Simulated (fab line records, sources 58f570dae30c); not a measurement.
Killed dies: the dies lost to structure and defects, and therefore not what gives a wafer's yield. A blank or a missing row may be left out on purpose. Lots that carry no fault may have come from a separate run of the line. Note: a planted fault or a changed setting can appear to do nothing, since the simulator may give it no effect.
fab line records ; flow berkeleyCmos170
[record] lots = 5; wafers = 23
route steps=331 shown CONTACT@226 M1@238 M2@281 V2@294 M3@319
startH: hours from the record's opening day to when the first of the lot's shown wafers began ; waitH: time in hours since the lot's previous step ; " as in the row above ; L1.1+2: several wafers, shown together as one row ; - no value, or no start given ; * or withheld: withheld ; < > ~ a bound
route shown NAME@n: NAME is a module with steps in the file, n the number in the route of the first one ; usual: mean/standard deviation of fault-free wafers ; same: alike in all rows ; chamber/n: place in a boat ; sites: the reading at each site ; _std_site: the standard deviation of these ; _edge_site: the outer-site mean with the inner-site mean subtracted ; radiusMm: how far each site lies from the wafer's centre ; mask NAME#n: copy n ; behind: the tool/chamber that last shaped the wafer ; hold: the reason the lot was held/the length of the hold in hours/how it ended ; device: transistor that didn't switch, given as n, p or np ; end of line: at the end of the route, the tests of the same wafers ; where a step has no rows: the recipe by itself ; killed: dies lost to structure and defects at the first sort, not the wafer's yield ; map: a wafer's dies, marking killed ones x, the rest . and places with no die _
set.NAME: the setting as run; set.NAME@STEP: as run at that earlier step ; model.NAME: the simulator's own value behind a step, which no gauge read
lots with deliberately changed settings; one table per step, one row per wafer
[[steps]]
[step UCB170_CONTACT_COAT_10]
[recipe] resist = KrF; spinRpm = 1500; resistThkNm = 900
lot.wafer;tool;chamber;startH;waitH;set.resistThkNm;model.KrF_of_CONTACT_COAT_10.thkNm
L074.1+2;lithoTrack-03;0;-;-;900;900.6
L074.3;lithoTrack-03;0;-;-;900;899.7
L074.4;lithoTrack-03;0;-;-;900;900.7
L074.5;lithoTrack-03;0;-;-;900;898.6
L076.1;lithoTrack-01;0;-;-;862.5;861
L076.2;lithoTrack-01;0;-;-;862.5;859.3
L076.3;lithoTrack-01;0;-;-;900;896.2
L076.4;lithoTrack-01;0;-;-;900;898.6
L076.5;lithoTrack-01;0;-;-;862.5;859.1
L082.1;lithoTrack-01;0;-;-;945.4;947.8
L082.2;lithoTrack-01;0;-;-;900;901.1
L082.3;lithoTrack-01;0;-;-;900;904.4
L082.4;lithoTrack-01;0;-;-;945.4;949.9
L082.5;lithoTrack-01;0;-;-;945.4;948.6
L083.2;lithoTrack-03;0;-;-;872.4;873.6
L083.3;lithoTrack-03;0;-;-;900;901.5
L083.4;lithoTrack-03;0;-;-;872.4;873.4
L083.5;lithoTrack-03;0;-;-;872.4;874.1
L083.6;lithoTrack-03;0;-;-;900;899.9
L084.1;lithoTrack-03;0;-;-;900;900
L084.4;lithoTrack-03;0;-;-;900;897.7
L084.5;lithoTrack-03;0;-;-;900;897.6
[step UCB170_CONTACT_SOFTBAKE_11]
[recipe] resist = KrF; tempC = 130; timeS = 60
[step UCB170_CONTACT_EXPOSE_12]
[recipe] maskId = CONT; targetCdNm = 700; na = 0.5; sigmaOuter = 0.6; sourceShape = conventional; doseMj = 35
[step UCB170_CONTACT_ETCH_17]
[recipe] chemistry = N2/H2; targetDepthA = withheld; overetchA = withheld; target = BARC; timeS = withheld; sourceW = 500; biasW = 100; pressureMtorr = 30; n2FlowSccm = 100; h2FlowSccm = 200
[step UCB170_CONTACT_ETCH_18]
[recipe] chemistry = CHF3/CF4/Ar; target = PSG; stopOn = TiSi2; CHF3_flow_sccm = 45; cf4FlowSccm = 15; Ar_flow_sccm = 150; pressureMtorr = 200; rfW = 700; targetDepthA = 8400; overEtchFrac = 0.2; timeS = 195
lot.wafer;tool;chamber;startH;waitH;set.pressureMtorr@CONTACT_CVD_01;set.resistThkNm@CONTACT_COAT_10;model.etch.depthNm;model.CONTACT.featureDepthNm;model.KrF_of_CONTACT_COAT_10.thkNm
L074.1;rieDiel-04;0;-;-;300;900;701.4;701.4;695.4
L074.2;rieDiel-04;2;-;-;300;900;707.9;707.9;691.7
L074.3;rieDiel-04;1;-;-;300;900;-;709.7;681.7
L074.4;rieDiel-04;3;-;-;300;900;-;699.2;694.6
L074.5;rieDiel-04;3;-;-;300;900;-;705.6;692.3
L076.1;rieDiel-04;3;-;-;300;862.5;-;705.6;655.6
L076.2;rieDiel-04;0;-;-;300;862.5;703.3;703.3;654.1
L076.3;rieDiel-04;2;-;-;300;900;-;705.4;686.5
L076.4;rieDiel-04;1;-;-;300;900;-;704.6;678.8
L076.5;rieDiel-04;1;-;-;300;862.5;699.4;699.4;640.8
L082.1;rieDiel-01;2;-;-;300;945.4;719.1;719.1;738.8
L082.2;rieDiel-01;3;-;-;300;900;709.8;709.8;685.1
L082.3;rieDiel-01;1;-;-;300;900;704.2;704.2;688.4
L082.4;rieDiel-01;0;-;-;300;945.4;709.9;709.9;744.5
L082.5;rieDiel-01;3;-;-;300;945.4;719;719;733.6
L083.2;rieDiel-04;1;-;-;343.8;872.4;754.2;754.2;658.6
L083.3;rieDiel-04;3;-;-;343.8;900;752.2;752.2;697.7
L083.4;rieDiel-04;0;-;-;343.8;872.4;749.8;749.8;670
L083.5;rieDiel-04;3;-;-;343.8;872.4;754.9;754.9;670.9
L083.6;rieDiel-04;2;-;-;343.8;900;753.8;753.8;689.4
L084.1;rieDiel-01;3;-;-;300;900;709;709;684.8
L084.4;rieDiel-01;2;-;-;300;900;708.4;708.4;690.8
L084.5;rieDiel-01;0;-;-;300;900;709;709;692.6
[step UCB170_M1_SPUTTER_00]
[recipe] material = Al; targetThkNm = 600; timeS = 80; powerW = 6000; chamberPressurePa = 0.5
lot.wafer;tool;chamber;startH;waitH;set.powerW;model.Al_of_M1_SPUTTER_00.thkNm
L074.1;pvdSputter-04;-;154.04;0.0;6000;602
L074.2;pvdSputter-04;-;154.04;0.0;6000;607.7
L074.3;pvdSputter-04;-;154.04;0.0;6440;642.1
L074.4;pvdSputter-04;-;154.04;0.0;6440;638
L074.5;pvdSputter-04;-;154.04;0.0;6440;639.5
L076.1;pvdSputter-02;-;155.53;0.0;5590;550.8
L076.2;pvdSputter-02;-;155.53;0.0;6000;600.4
L076.3;pvdSputter-02;-;155.53;0.0;5590;563.4
L076.4;pvdSputter-02;-;155.53;0.0;5590;548.1
L076.5;pvdSputter-02;-;155.53;0.0;6000;584.6
L082.1;pvdSputter-03;-;187.47;0.0;6281;619.2
L082.2;pvdSputter-03;-;187.47;0.0;6000;602.7
L082.3;pvdSputter-03;-;187.47;0.0;6281;638.8
L082.4;pvdSputter-03;-;187.47;0.0;6281;626.1
L082.5;pvdSputter-03;-;187.47;0.0;6000;606.1
L083.2;pvdSputter-04;-;187.75;0.0;6000;602.4
L083.3;pvdSputter-04;-;187.75;0.0;6000;588.8
L083.4;pvdSputter-04;-;187.75;0.0;6000;595.2
L083.5;pvdSputter-04;-;187.75;0.0;6000;598.3
L083.6;pvdSputter-04;-;187.75;0.0;6000;592.4
L084.1;pvdSputter-04;-;199.75;0.0;6000;600.4
L084.4;pvdSputter-04;-;199.75;0.0;6000;597.1
L084.5;pvdSputter-04;-;199.75;0.0;6000;610.4
[step UCB170_M1_RS_MEAS_01]
[recipe] thkMeasGauge = four-point-probe; reads = Al_of_M1_SPUTTER_00
[usual] M1_AL_RS = 0.0485/0.00066
lot.wafer;tool;chamber;startH;waitH;set.powerW@M1_SPUTTER_00;M1_AL_RS[ohm/sq]
L074.1;filmMetro-04;-;154.10;0.0;6000;0.0483
L074.2;filmMetro-04;-;154.10;0.0;6000;0.0479
L074.3;filmMetro-04;-;154.10;0.0;6440;0.0452
L074.4;filmMetro-04;-;154.10;0.0;6440;0.0456
L074.5;filmMetro-04;-;154.10;0.0;6440;0.0455
L076.1;filmMetro-04;-;155.60;0.0;5590;0.0529
L076.2;filmMetro-04;-;155.60;0.0;6000;0.0485
L076.3;filmMetro-04;-;155.60;0.0;5590;0.0518
L076.4;filmMetro-04;-;155.60;0.0;5590;0.0531
L076.5;filmMetro-04;-;155.60;0.0;6000;0.0498
L082.1;filmMetro-01;-;187.53;0.0;6281;0.0470
L082.2;filmMetro-01;-;187.53;0.0;6000;0.0483
L082.3;filmMetro-01;-;187.53;0.0;6281;0.0456
L082.4;filmMetro-01;-;187.53;0.0;6281;0.0465
L082.5;filmMetro-01;-;187.53;0.0;6000;0.0480
L083.2;filmMetro-04;-;187.83;0.1;6000;0.0482
L083.3;filmMetro-04;-;187.83;0.1;6000;0.0495
L083.4;filmMetro-04;-;187.83;0.1;6000;0.0489
L083.5;filmMetro-04;-;187.83;0.1;6000;0.0487
L083.6;filmMetro-04;-;187.83;0.1;6000;0.0492
L084.1;filmMetro-01;-;199.81;0.0;6000;0.0486
L084.4;filmMetro-01;-;199.81;0.0;6000;0.0487
L084.5;filmMetro-01;-;199.81;0.0;6000;0.0476
[step UCB170_M1_THK_MEAS_02]
[recipe] thkMeasGauge = xrf; reads = Al_of_M1_SPUTTER_00
[usual] M1_AL_THK = 597/9.1
lot.wafer;tool;chamber;startH;waitH;set.powerW@M1_SPUTTER_00;M1_AL_THK[nm]
L074.1;filmMetro-04;-;154.22;0.1;6000;600
L074.2;filmMetro-04;-;154.22;0.1;6000;601
L074.3;filmMetro-04;-;154.22;0.1;6440;642
L074.4;filmMetro-04;-;154.22;0.1;6440;633
L074.5;filmMetro-04;-;154.22;0.1;6440;638
L076.1;filmMetro-04;-;155.72;0.1;5590;545
L076.2;filmMetro-04;-;155.72;0.1;6000;593
L076.3;filmMetro-04;-;155.72;0.1;5590;559
L076.4;filmMetro-04;-;155.72;0.1;5590;541
L076.5;filmMetro-04;-;155.72;0.1;6000;579
L082.1;filmMetro-01;-;187.65;0.1;6281;620
L082.2;filmMetro-01;-;187.65;0.1;6000;601
L082.3;filmMetro-01;-;187.65;0.1;6281;640
L082.4;filmMetro-01;-;187.65;0.1;6281;626
L082.5;filmMetro-01;-;187.65;0.1;6000;606
L083.2;filmMetro-04;-;187.94;0.1;6000;600
L083.3;filmMetro-04;-;187.94;0.1;6000;581
L083.4;filmMetro-04;-;187.94;0.1;6000;593
L083.5;filmMetro-04;-;187.94;0.1;6000;591
L083.6;filmMetro-04;-;187.94;0.1;6000;587
L084.1;filmMetro-01;-;199.93;0.1;6000;603
L084.4;filmMetro-01;-;199.93;0.1;6000;594
L084.5;filmMetro-01;-;199.93;0.1;6000;612
[step UCB170_M1_COAT_03]
[recipe] resist = BARC; tempC = withheld; timeS = withheld; spinRpm = 3000; resistThkNm = withheld
[step UCB170_M1_COAT_04]
[recipe] resist = KrF; spinRpm = 1500; resistThkNm = 900
[step UCB170_M1_ETCH_11]
[recipe] chemistry = N2/H2; targetDepthA = withheld; overetchA = withheld; target = BARC; timeS = withheld; sourceW = 500; biasW = 100; pressureMtorr = 30; n2FlowSccm = 100; h2FlowSccm = 200
[step UCB170_M1_METAL_ETCH_12]
[recipe] chemistry = Cl2/BCl3; target = Al; stopOn = PSG; pressureMtorr = 12; targetDepthA = 7800; overEtchFrac = 0.3; timeS = 130; icpW = 600; biasW = 120; Cl2_flow_sccm = 90; bcl3FlowSccm = 45
lot.wafer;tool;chamber;startH;waitH;set.pressureMtorr@CONTACT_CVD_01;model.PSG_of_CONTACT_CVD_01.thkNm
L074.1;rieMetal-01;0;155.79;-;300;662.6
L074.2;rieMetal-01;1;155.79;-;300;668.5
L074.3+4+5;rieMetal-01;0,1,1;155.79;-;300;-
L076.1+3+4;rieMetal-01;1,1,0;157.16;-;300;-
L076.2;rieMetal-01;0;157.16;-;300;664.7
L076.5;rieMetal-01;1;157.16;-;300;660.1
L082.1;rieMetal-02;1;189.74;-;300;680
L082.2;rieMetal-02;0;189.74;-;300;671.9
L082.3;rieMetal-02;0;189.74;-;300;666.4
L082.4;rieMetal-02;1;189.74;-;300;670.9
L082.5;rieMetal-02;1;189.74;-;300;679.6
L083.2;rieMetal-04;0;190.02;-;343.8;718.5
L083.3;rieMetal-04;0;190.02;-;343.8;716.3
L083.4;rieMetal-04;1;190.02;-;343.8;710.6
L083.5;rieMetal-04;1;190.02;-;343.8;715.7
L083.6;rieMetal-04;0;190.02;-;343.8;718
L084.1;rieMetal-01;0;201.84;-;300;670.7
L084.4;rieMetal-01;1;201.84;-;300;669.1
L084.5;rieMetal-01;1;201.84;-;300;669.7
[step UCB170_M2_COAT_10]
[recipe] resist = KrF; spinRpm = 1500; resistThkNm = 900
lot.wafer;tool;chamber;startH;waitH;set.spinRpm;model.KrF_of_M2_COAT_10.thkNm
L074.1;lithoTrack-03;0;-;-;1500;895.2
L074.2;lithoTrack-03;0;-;-;1462;907.8
L074.3;lithoTrack-03;0;-;-;1462;908.5
L074.4;lithoTrack-03;0;-;-;1500;897.8
L074.5;lithoTrack-03;0;-;-;1462;907.9
L076.1;lithoTrack-04;0;-;-;1434;921.8
L076.2;lithoTrack-04;0;-;-;1434;917.4
L076.3;lithoTrack-04;0;-;-;1500;902.7
L076.4;lithoTrack-04;0;-;-;1500;898.8
L076.5;lithoTrack-04;0;-;-;1434;921.7
L082.1;lithoTrack-01;0;-;-;1421;921.6
L082.2;lithoTrack-01;0;-;-;1500;898.9
L082.3;lithoTrack-01;0;-;-;1500;901
L082.4;lithoTrack-01;0;-;-;1421;922.1
L082.5;lithoTrack-01;0;-;-;1421;924.8
L083.2;lithoTrack-03;0;-;-;1537;884
L083.3;lithoTrack-03;0;-;-;1537;882
L083.4;lithoTrack-03;0;-;-;1500;896.1
L083.5;lithoTrack-03;0;-;-;1500;895.5
L083.6;lithoTrack-03;0;-;-;1537;884.5
L084.1;lithoTrack-04;0;-;-;1500;901.7
L084.4;lithoTrack-04;0;-;-;1500;898
L084.5;lithoTrack-04;0;-;-;1500;899.4
[step UCB170_M2_METAL_ETCH_18]
[recipe] chemistry = Cl2/BCl3; target = Al; stopOn = SiO2; pressureMtorr = 12; targetDepthA = 11700; overEtchFrac = 0.3; timeS = 195; icpW = 600; biasW = 120; Cl2_flow_sccm = 90; bcl3FlowSccm = 45
lot.wafer;tool;chamber;startH;waitH;set.timeS;model.KrF_of_M2_COAT_10.thkNm;model.SiO2_of_V1_CVD_00.thkNm
L074.1;rieMetal-03;1;164.49;-;195;239.9;937.3
L074.2;rieMetal-03;0;164.49;-;195;228.7;935
L074.3;rieMetal-03;1;164.49;-;195;248.2;936.5
L074.4;rieMetal-03;0;164.49;-;195;216;937
L074.5;rieMetal-03;0;164.49;-;195;229;936.6
L076.1;rieMetal-04;0;164.77;-;195;252.6;940.4
L076.2;rieMetal-04;1;164.77;-;195;199.9;936.5
L076.3;rieMetal-04;1;164.77;-;215.8;105.9;928
L076.4;rieMetal-04;0;164.77;-;195;227.1;940
L076.5;rieMetal-04;1;164.77;-;215.8;122.2;929
L083.2;rieMetal-03;1;202.84;-;207.8;178.8;935
L083.3;rieMetal-03;1;202.84;-;195;218.5;937.5
L083.4;rieMetal-03;0;202.84;-;207.8;178.5;931.4
L083.5;rieMetal-03;1;202.84;-;195;234.5;938
L083.6;rieMetal-03;0;202.84;-;207.8;170.3;931.2
L082.1;rieMetal-02;0;203.12;-;195;220.7;938.9
L082.2;rieMetal-02;1;203.12;-;195;171.2;934.7
L082.3;rieMetal-02;0;203.12;-;195;193.1;938.4
L082.4;rieMetal-02;1;203.12;-;195;192.7;935.4
L082.5;rieMetal-02;1;203.12;-;195;196.8;934.8
L084.1;rieMetal-02;1;210.46;-;195;187;935.8
L084.4;rieMetal-02;1;210.46;-;195;178.5;938.2
L084.5;rieMetal-02;1;210.46;-;195;183.2;935.4
[step UCB170_M2_STRIP_19]
[recipe] chemistry = O2; powerW = 400; pressureMtorr = 3500; platenTempC = withheld; o2FlowSccm = 400; overashFraction = 0.5
[usual] oesProductAu = 0.536/0.025
lot.wafer;tool;chamber;startH;waitH;set.timeS@M2_METAL_ETCH_18;oesProductAu
L074.1;plasmaAsher-04;0;164.68;0.1;195;0.573
L074.2;plasmaAsher-04;1;164.68;0.1;195;0.564
L074.3;plasmaAsher-04;1;164.68;0.1;195;0.582
L074.4;plasmaAsher-04;0;164.68;0.1;195;0.552
L074.5;plasmaAsher-04;0;164.68;0.1;195;0.560
L076.1;plasmaAsher-03;1;164.95;0.1;195;0.579
L076.2;plasmaAsher-03;0;164.95;0.1;195;0.543
L076.3;plasmaAsher-03;0;164.95;0.1;215.8;0.427
L076.4;plasmaAsher-03;1;164.95;0.1;195;0.563
L076.5;plasmaAsher-03;0;164.95;0.1;215.8;0.451
L083.2;plasmaAsher-03;0;203.03;0.1;207.8;0.508
L083.3;plasmaAsher-03;1;203.03;0.1;195;0.547
L083.4;plasmaAsher-03;0;203.03;0.1;207.8;0.511
L083.5;plasmaAsher-03;0;203.03;0.1;195;0.573
L083.6;plasmaAsher-03;1;203.03;0.1;207.8;0.497
L082.1;plasmaAsher-04;0;203.31;0.1;195;0.559
L082.2;plasmaAsher-04;1;203.31;0.1;195;0.499
L082.3;plasmaAsher-04;1;203.31;0.1;195;0.521
L082.4;plasmaAsher-04;0;203.31;0.1;195;0.522
L082.5;plasmaAsher-04;0;203.31;0.1;195;0.526
L084.1;plasmaAsher-01;1;210.65;0.1;195;0.519
L084.4;plasmaAsher-01;0;210.65;0.1;195;0.510
L084.5;plasmaAsher-01;0;210.65;0.1;195;0.507
[step UCB170_V2_CMP_02]
[recipe] material = SiO2; downForcePsi = 6; platenRpm = 60; padVelocityMS = 0.75398
lot.wafer;tool;chamber;startH;waitH;set.leaveAboveRefNm;model.SiO2_of_V2_CVD_00.thkNm
L074.3;cmp-01;3;165.12;0.0;942.1;941.9
L074.4;cmp-01;0;165.12;0.0;1000;999.2
L074.1;cmp-01;1;165.12;0.0;942.1;941.7
L074.2;cmp-01;2;165.12;0.0;1000;1000
L074.5;cmp-01;0;165.12;0.0;942.1;942.3
L076.1;cmp-02;1;165.39;0.1;1052;1050
L076.2+3;cmp-02;2,0;165.39;0.1;1000;1000
L076.4;cmp-02;3;165.39;0.1;1000;1001
L076.5;cmp-02;2;165.39;0.1;1052;1053
L083.2;cmp-01;2;203.47;0.0;1000;1000
L083.3;cmp-01;3;203.47;0.0;1000;999.1
L083.4;cmp-01;1;203.47;0.0;1050;1049
L083.5;cmp-01;2;203.47;0.0;1000;998.9
L083.6;cmp-01;3;203.47;0.0;1050;1052
L082.2;cmp-02;1;203.76;0.0;928.5;926.3
L082.4;cmp-02;2;203.76;0.0;1000;999.4
L082.3;cmp-02;3;203.76;0.0;928.5;927.8
L082.1;cmp-02;0;203.76;0.0;928.5;928.5
L082.5;cmp-02;2;203.76;0.0;1000;999
L084.1;cmp-02;0;211.09;0.1;1000;1000
L084.4;cmp-02;3;211.09;0.1;1000;1001
L084.5;cmp-02;0;211.09;0.1;1000;999.5
[step UCB170_V2_THK_MEAS_04]
[recipe] reads = SiO2_of_V2_CVD_00
[usual] V2_POLISHED_THK = 999.6/1.1
lot.wafer;tool;chamber;startH;waitH;set.leaveAboveRefNm@V2_CMP_02;V2_POLISHED_THK[nm]
L074.1;filmMetro-01;-;165.54;0.1;942.1;941.4
L074.2;filmMetro-01;-;165.54;0.1;1000;1000.7
L074.3;filmMetro-01;-;165.54;0.1;942.1;941.3
L074.4;filmMetro-01;-;165.54;0.1;1000;998.6
L074.5;filmMetro-01;-;165.54;0.1;942.1;942.5
L076.1;filmMetro-03;-;165.81;0.1;1052;1051.2
L076.2;filmMetro-03;-;165.81;0.1;1000;1000.1
L076.3;filmMetro-03;-;165.81;0.1;1000;999.8
L076.4;filmMetro-03;-;165.81;0.1;1000;1000.8
L076.5;filmMetro-03;-;165.81;0.1;1052;1052.7
L083.2;filmMetro-02;-;203.90;0.1;1000;1000.0
L083.3;filmMetro-02;-;203.90;0.1;1000;999.4
L083.4;filmMetro-02;-;203.90;0.1;1050;1049.5
L083.5;filmMetro-02;-;203.90;0.1;1000;998.3
L083.6;filmMetro-02;-;203.90;0.1;1050;1050.3
L082.1;filmMetro-01;-;204.18;0.1;928.5;928.2
L082.2;filmMetro-01;-;204.18;0.1;928.5;925.6
L082.3;filmMetro-01;-;204.18;0.1;928.5;928.3
L082.4;filmMetro-01;-;204.18;0.1;1000;999.6
L082.5;filmMetro-01;-;204.18;0.1;1000;999.3
L084.1;filmMetro-03;-;211.51;0.1;1000;999.8
L084.4;filmMetro-03;-;211.51;0.1;1000;1000.7
L084.5;filmMetro-03;-;211.51;0.1;1000;1000.0
[step UCB170_V2_ETCH_14]
[recipe] chemistry = CHF3/CF4/Ar; target = SiO2; stopOn = Al; CHF3_flow_sccm = 45; cf4FlowSccm = 15; Ar_flow_sccm = 150; pressureMtorr = 200; rfW = 700; targetDepthA = 12500; overEtchFrac = 0.25; timeS = 291
[usual] oesProductAu = 0.875/0.0082
lot.wafer;tool;chamber;startH;waitH;set.rfW;set.leaveAboveRefNm@V2_CMP_02;oesProductAu;model.V2.featureDepthNm;model.etch.depthNm
L074.1;rieDiel-01;3;166.91;0.0;700;942.1;0.843;942.6;941.7
L074.2;rieDiel-01;0;166.91;0.0;700;1000;0.883;1000;1000
L074.3;rieDiel-01;1;166.91;0.0;642.5;942.1;0.833;941.9;-
L074.4;rieDiel-01;2;166.91;0.0;642.5;1000;0.879;999.2;-
L074.5;rieDiel-01;0;166.91;0.0;700;942.1;0.851;942.3;-
L076.1;rieDiel-02;2;167.39;0.0;700;1052;0.895;1051;-
L076.2;rieDiel-02;3;167.39;0.0;700;1000;0.875;1001;1000
L076.3;rieDiel-02;0;167.39;0.0;700;1000;0.883;1001;-
L076.4;rieDiel-02;1;167.39;0.0;781.5;1000;0.882;1004;-
L076.5;rieDiel-02;2;167.39;0.0;781.5;1052;0.882;1055;1053
L083.2;rieDiel-02;1;206.01;0.0;700;1000;0.876;1001;1000
L083.3;rieDiel-02;0;206.01;0.0;730.1;1000;0.874;1000;999.1
L083.4;rieDiel-02;2;206.01;0.0;730.1;1050;0.895;1051;1049
L083.5;rieDiel-02;3;206.01;0.0;700;1000;0.880;999.4;998.9
L083.6;rieDiel-02;2;206.01;0.0;730.1;1050;0.900;1053;1052
L082.1;rieDiel-01;2;206.29;0.0;756.4;928.5;0.838;929.7;928.5
L082.2;rieDiel-01;0;206.29;0.0;700;928.5;0.844;926.4;926.3
L082.3;rieDiel-01;3;206.29;0.0;700;928.5;0.834;928.7;927.8
L082.4;rieDiel-01;3;206.29;0.0;700;1000;0.867;1000;999.4
L082.5;rieDiel-01;0;206.29;0.0;756.4;1000;0.879;1000;999
L084.1;rieDiel-01;3;212.89;0.0;700;1000;0.869;1001;1000
L084.4;rieDiel-01;2;212.89;0.0;700;1000;0.877;1001;1001
L084.5;rieDiel-01;0;212.89;0.0;700;1000;0.882;999.5;999.5
[step UCB170_M3_COAT_10]
[recipe] resist = KrF; spinRpm = 1500; resistThkNm = 900
lot.wafer;tool;chamber;startH;waitH;set.spinRpm;model.KrF_of_M3_COAT_10.thkNm
L074.1;lithoTrack-04;0;-;-;1500;899
L074.2;lithoTrack-04;0;-;-;1467;912.8
L074.3;lithoTrack-04;0;-;-;1467;914.2
L074.4;lithoTrack-04;0;-;-;1467;911.6
L074.5;lithoTrack-04;0;-;-;1500;904.5
L076.1;lithoTrack-04;0;-;-;1553;883.9
L076.2;lithoTrack-04;0;-;-;1500;901.6
L076.3;lithoTrack-04;0;-;-;1553;885.4
L076.4;lithoTrack-04;0;-;-;1500;900.5
L076.5;lithoTrack-04;0;-;-;1553;885.6
L083.2;lithoTrack-04;0;-;-;1500;900.5
L083.3;lithoTrack-04;0;-;-;1500;901.7
L083.4;lithoTrack-04;0;-;-;1540;890.5
L083.5;lithoTrack-04;0;-;-;1540;888.2
L083.6;lithoTrack-04;0;-;-;1540;892.9
L082.1;lithoTrack-02;0;-;-;1610;868.9
L082.2;lithoTrack-02;0;-;-;1610;868.2
L082.3;lithoTrack-02;0;-;-;1500;899.2
L082.4;lithoTrack-02;0;-;-;1610;867.5
L082.5;lithoTrack-02;0;-;-;1500;899.6
L084.1;lithoTrack-02;0;-;-;1500;900.9
L084.4;lithoTrack-02;0;-;-;1500;898.4
L084.5;lithoTrack-02;0;-;-;1500;899.9
[[key]]
[split] step = UCB170_CONTACT_COAT_10; setting = resistThkNm; stated = 900; by = wafer
[response] step = UCB170_CONTACT_COAT_10; reading = model.KrF_of_CONTACT_COAT_10.thkNm; change = +9.03; per = 1%; r = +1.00
[response] step = UCB170_CONTACT_ETCH_18; reading = model.KrF_of_CONTACT_COAT_10.thkNm; change = +9.22; per = 1%; r = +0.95
[split] step = UCB170_M1_SPUTTER_00; setting = powerW; stated = 6000; by = wafer
[response] step = UCB170_M1_SPUTTER_00; reading = model.Al_of_M1_SPUTTER_00.thkNm; change = +5.15; per = 1%; r = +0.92
[response] step = UCB170_M1_RS_MEAS_01; reading = M1_AL_RS; change = -0.000424; per = 1%; r = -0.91
[response] step = UCB170_M1_THK_MEAS_02; reading = M1_AL_THK; change = +5.25; per = 1%; r = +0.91
[split] step = UCB170_M2_COAT_10; setting = spinRpm; stated = 1500; by = wafer
[response] step = UCB170_M2_COAT_10; reading = model.KrF_of_M2_COAT_10.thkNm; change = -4.47; per = 1%; r = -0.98
[split] step = UCB170_M2_METAL_ETCH_18; setting = timeS; stated = 195; by = wafer
[response] step = UCB170_M2_METAL_ETCH_18; reading = model.KrF_of_M2_COAT_10.thkNm; change = -9.77; per = 1%; r = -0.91
[response] step = UCB170_M2_METAL_ETCH_18; reading = model.SiO2_of_V1_CVD_00.thkNm; change = -0.932; per = 1%; r = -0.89
[response] step = UCB170_M2_STRIP_19; reading = oesProductAu; change = -0.0107; per = 1%; r = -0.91
[split] step = UCB170_V2_CMP_02; setting = leaveAboveRefNm; stated = 1000; by = wafer
[response] step = UCB170_V2_CMP_02; reading = model.SiO2_of_V2_CVD_00.thkNm; change = +10; per = 1%; r = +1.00
[response] step = UCB170_V2_THK_MEAS_04; reading = V2_POLISHED_THK; change = +10; per = 1%; r = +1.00
[response] step = UCB170_V2_ETCH_14; reading = oesProductAu; change = +0.00452; per = 1%; r = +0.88
[response] step = UCB170_V2_ETCH_14; reading = model.V2.featureDepthNm; change = +10; per = 1%; r = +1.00
[response] step = UCB170_V2_ETCH_14; reading = model.etch.depthNm; change = +10.1; per = 1%; r = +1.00
[split] step = UCB170_V2_ETCH_14; setting = rfW; stated = 700; by = wafer
response none clear
[split] step = UCB170_M3_COAT_10; setting = spinRpm; stated = 1500; by = wafer
[response] step = UCB170_M3_COAT_10; reading = model.KrF_of_M3_COAT_10.thkNm; change = -4.33; per = 1%; r = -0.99
split outsideThisFile step=UCB170_CONTACT_CVD_01 setting=pressureMtorr
// split outsideThisFile: this setting was split too, and the file shows its column; the key of that split is in another file
